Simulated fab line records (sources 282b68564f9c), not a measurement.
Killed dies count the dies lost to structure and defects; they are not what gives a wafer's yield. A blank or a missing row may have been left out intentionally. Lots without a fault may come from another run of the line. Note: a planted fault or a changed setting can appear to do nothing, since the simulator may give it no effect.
What tool caused it? + flow rit cmos + 14 lots, 42 wafers sampled, at 2 steps of a route of 202

== WHAT EACH GAUGE READ, for each wafer ==
RIT_WELLDRIVE_RS_MEAS_01: measurement is done with a four-point probe.
| lot  | measured    | on            | NWELL_RS (ohm/sq) |
|------|-------------|---------------|-------------------|
| L407 | day 2 05:54 | film metro-03 | 275.8 275.5 276.6 |
| L408 | day 2 12:05 | film metro-04 | 275.0 275.2 274.8 |
| L410 | day 2 19:40 | film metro-03 | 275.9 276.4 275.6 |
| L411 | day 3 01:22 | film metro-02 | 275.5 274.9 274.5 |
| L414 | day 3 16:09 | film metro-04 | 275.7 275.5 276.0 |
| L415 | day 3 21:47 | film metro-04 | 276.2 275.6 276.1 |
| L416 | day 4 01:55 | film metro-04 | 275.1 275.9 275.1 |
| L418 | day 4 14:56 | film metro-02 | 279.1 278.4 278.8 |
| L420 | day 4 22:57 | film metro-04 | 278.8 279.1 278.3 |
| L421 | day 5 04:03 | film metro-02 | 275.5 274.8 275.5 |
| L423 | day 5 13:59 | film metro-02 | 275.2 275.2 275.1 |
| L425 | day 6 02:51 | film metro-04 | 276.2 276.5 276.6 |
| L426 | day 6 07:08 | film metro-04 | 276.8 276.2 277.6 |
| L430 | day 7 01:41 | film metro-04 | 276.4 276.1 274.9 |

== EACH LOT AND THE TOOL THAT RAN IT (in order: tool; ch and the chambers of the sampled wafers; start) ==
| lot  | RIT_NWELL_IMPLANT_08           |
|------|--------------------------------|
| L407 | implanter-02 ch 0, day 1 22:53 |
| L408 | implanter-04 ch 0, day 2 03:41 |
| L410 | implanter-01 ch 0, day 2 12:39 |
| L411 | implanter-01 ch 0, day 2 18:14 |
| L414 | implanter-04 ch 0, day 3 09:01 |
| L415 | implanter-02 ch 0, day 3 14:32 |
| L416 | implanter-01 ch 0, day 3 18:47 |
| L418 | implanter-04 ch 0, day 4 07:05 |
| L420 | implanter-04 ch 0, day 4 15:56 |
| L421 | implanter-01 ch 0, day 4 20:30 |
| L423 | implanter-01 ch 0, day 5 05:16 |
| L425 | implanter-01 ch 0, day 5 18:10 |
| L426 | implanter-01 ch 0, day 5 22:40 |
| L430 | implanter-02 ch 0, day 6 18:04 |
- RIT_NWELL_IMPLANT_08

== AS READ BY THE TOOLS THEMSELVES (means over the sampled wafers that have a number; for cases with no such wafer, the mark the record gives instead) ==
RIT_NWELL_IMPLANT_08.
| lot  | tool         | dose ions cm2 |
|------|--------------|---------------|
| L407 | implanter-02 | 4.998e+13     |
| L408 | implanter-04 | 4.998e+13     |
| L410 | implanter-01 | 5.003e+13     |
| L411 | implanter-01 | 5.002e+13     |
| L414 | implanter-04 | 4.996e+13     |
| L415 | implanter-02 | 4.992e+13     |
| L416 | implanter-01 | 5.001e+13     |
| L418 | implanter-04 | 4.900e+13     |
| L420 | implanter-04 | 4.893e+13     |
| L421 | implanter-01 | 4.992e+13     |
| L423 | implanter-01 | 4.995e+13     |
| L425 | implanter-01 | 5.006e+13     |
| L426 | implanter-01 | 4.997e+13     |
| L430 | implanter-02 | 5.000e+13     |

== THE ANSWER, worked out from the rows above alone ==
Rule: usual is defined by the lots themselves. The widest of any qualifying gaps counts: lots, ordered by their means at a reading, are off when they make up no more than a third of the lots, leave a main group of 4 or more, and stand apart from it by 3 or more times the standard deviation of that group's means. A main group whose means are all the same, to the digits that the tables above print for the reading, isn't used. Also off: a lot with no number at a reading for which 4 or more lots have one. Any other lot the step has rows for is counted as sound. Order of review: gauges by route order, followed by the tools' own readings, for which a lot's mean as printed above is used. The first step at which some lot is off is used, and at that step the reading that is off furthest; a lot without a number counts as furthest.
Off: L418, L420, at RIT_WELLDRIVE_RS_MEAS_01 (NWELL_RS). The main group has a mean of 275.7 ohm/sq with a standard deviation of 0.56.
A tool fits if, at a process step before that reading, it ran every lot that is off, and no sound lot after the first of them. Not tried: the gauges at RIT_WELLDRIVE_RS_MEAS_01; whatever is off there is also off at RIT_NWELL_IMPLANT_08, on other tools, and gauge error can't account for it. One fits: RIT_NWELL_IMPLANT_08 on implanter-04. A fault onset in the window from L414 (day 3 09:01, its last sound lot) to L418 (day 4 07:05, its first lot off) fits.
On the lots that are off, the tool's own readings at RIT_NWELL_IMPLANT_08 differ by more than 5 times the standard deviation of the sound lots' means, which bears it out; dose ions cm2 reads 4.896e+13 there versus 4.998e+13 on the sound lots.

== WHAT HAD BEEN PUT IN BY THE SIMULATOR ==
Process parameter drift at RIT_NWELL_IMPLANT_08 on implanter-04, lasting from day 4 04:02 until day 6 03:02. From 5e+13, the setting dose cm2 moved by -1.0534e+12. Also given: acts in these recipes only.
Struck lots among those shown: L418, L420. This agrees with what the rule above found.
